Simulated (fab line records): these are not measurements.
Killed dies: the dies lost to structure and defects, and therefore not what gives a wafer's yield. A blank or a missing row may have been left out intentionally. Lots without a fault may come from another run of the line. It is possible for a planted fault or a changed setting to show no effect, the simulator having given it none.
fab line records    flow ritCmos
[record] lots = 14  wafers = 42  lastDay = 7
route steps=202 shown SILICIDE@161
lots that met no fault: from a run of the same line without faults
startH: the number of hours between the record's first day and the start of the first shown wafer of the lot    waitH: hours elapsed since this lot's preceding step    " unchanged from the row above    L1.1+2: several wafers, shown together as one row    - no value, or no start was given    * or withheld: withheld    < > ~ a bound
route shown NAME@n: names a module that has steps shown in the file, with the first one's number in the route    usual: mean/standard deviation taken from wafers without a fault    same: alike in all rows    chamber/n: place in a boat    sites: the reading at each site    _std_site: standard deviation across them    _edge_site: mean of outer sites minus mean of inner sites    radiusMm: for every site, how far away it sits from the centre of the wafer    mask NAME#n: copy n    behind: the last tool/chamber to shape the wafer    hold: why the lot was held/for how many hours/how that ended    device: whichever transistor did not switch (one of n, p or np)    end of line: the route-end tests of the same wafers    a step without rows: its recipe alone    killed: dies lost to structure and defects at the first sort, not the wafer's yield    map: dies across one wafer; x = killed, . = not, _ = none there
set.NAME: the setting the step ran with; set.NAME@STEP: the setting that earlier step ran with    model.NAME: the simulator's own value behind a step, which no gauge read
a sample of lots followed through the steps of the route, with each step as a table and each wafer as a row
[[steps]]
[step RIT_SILICIDE_WET_ETCH_00]
[recipe] chemistry = BOE  target = SiO2  targetDepthNm = 14  timeS = 15  dry = n2Spin  dilution = 10:1  tempC = 21.5
[usual] bathHeatDutyPct = 1.7/0.37  runLengthS = 43.6/2.2  tempC = 21.50/0.11
lot.wafer  tool         chamber  startH  waitH  bathHeatDutyPct  runLengthS  tempC
L644.2     wetBench-04  1        49.50   0.1    2.1              43.5        21.65
L644.4     "            1        "       "      1.2              43.5        21.60
L644.5     "            1        "       "      1.6              43.5        21.48
L646.1     wetBench-04  0        61.46   0.1    1.9              41.5        21.58
L646.4     "            0        "       "      1.5              41.5        21.47
L646.6     "            0        "       "      2.0              41.5        21.47
L648.2     wetBench-04  0        71.39   0.1    2.4              41.5        21.72
L648.3     "            0        "       "      1.3              41.5        21.60
L648.4     "            0        "       "      2.4              41.5        21.59
L650.1     wetBench-03  2        81.35   0.1    1.4              41.9        21.64
L650.2     "            2        "       "      1.6              41.9        21.46
L650.3     "            2        "       "      1.9              41.9        21.61
L651.2     wetBench-04  0        89.91   0.1    2.1              42.9        21.66
L651.3     "            0        "       "      1.5              42.9        21.54
L651.4     "            0        "       "      1.3              42.9        21.53
L652.1     wetBench-01  3        92.00   0.1    1.3              46.5        21.53
L652.2     "            3        "       "      1.2              46.5        21.57
L652.6     "            3        "       "      1.6              46.5        21.52
L653.3     wetBench-04  1        97.58   0.1    -                -           -
L653.4     "            1        "       "      -                -           -
L653.6     "            1        "       "      -                -           -
L654.1     wetBench-03  0        100.03  0.1    -                -           -
L654.3     "            0        "       "      -                -           -
L654.6     "            0        "       "      -                -           -
L657.4     wetBench-03  3        116.02  0.0    1.6              41.4        21.55
L657.5     "            3        "       "      1.2              41.4        21.49
L657.6     "            3        "       "      1.5              41.4        21.47
L658.1     wetBench-01  2        121.01  0.1    2.1              46.6        21.37
L658.2     "            2        "       "      0.5              46.6        21.63
L658.3     "            2        "       "      1.3              46.6        21.60
L662.1     wetBench-03  0        140.32  0.1    1.6              41.7        21.52
L662.3     "            0        "       "      1.4              41.7        21.52
L662.4     "            0        "       "      1.9              41.7        21.35
L663.1     wetBench-03  1        145.57  0.1    1.8              41.8        21.63
L663.2     "            1        "       "      1.6              41.8        21.62
L663.4     "            1        "       "      1.4              41.8        21.55
L666.1     wetBench-03  0        161.93  0.1    1.8              43.1        21.48
L666.5     "            0        "       "      1.4              43.1        21.56
L666.6     "            0        "       "      1.4              43.1        21.30
L667.2     wetBench-04  2        167.55  0.1    2.1              41.5        21.43
L667.3     "            2        "       "      1.2              41.5        21.50
L667.4     "            2        "       "      2.0              41.5        21.48
[[key]]
[firstSign] step = RIT_SILICIDE_WET_ETCH_00  reading = toolRecord  direction = missing
effect none on later readings
metAt RIT_SILICIDE_WET_ETCH_00
struckLots L653,L654
laterRowsLeftOut L653.3,L653.4,L653.6,L654.1,L654.3,L654.6
sortLeftOut L653.3,L653.4,L653.6,L654.1,L654.3,L654.6
testerLeftOut L653,L654
onsetBetween 89.91 97.58
[fault] kind = skippedStepWhole  tool = wetBench-03,wetBench-04  chamber = -  onsetH = 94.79  steps = RIT_SILICIDE_WET_ETCH_00  scope = struckLotsOnly
// testerLeftOut: of these lots the tester's yield and bins aren't shown, on N5 and GAA mostly nor the transistor test; their killed dies are dies lost to structure and defects alone, not to doping, threshold or leakage, so they don't give the yield
// sortLeftOut: the simulated sort isn't trusted on such a fault, so these wafers' sort isn't shown, and their yield isn't known
// laterRowsLeftOut: the simulator's readings of these wafers behind a module that went badly wrong aren't trusted and aren't shown, but for the sort
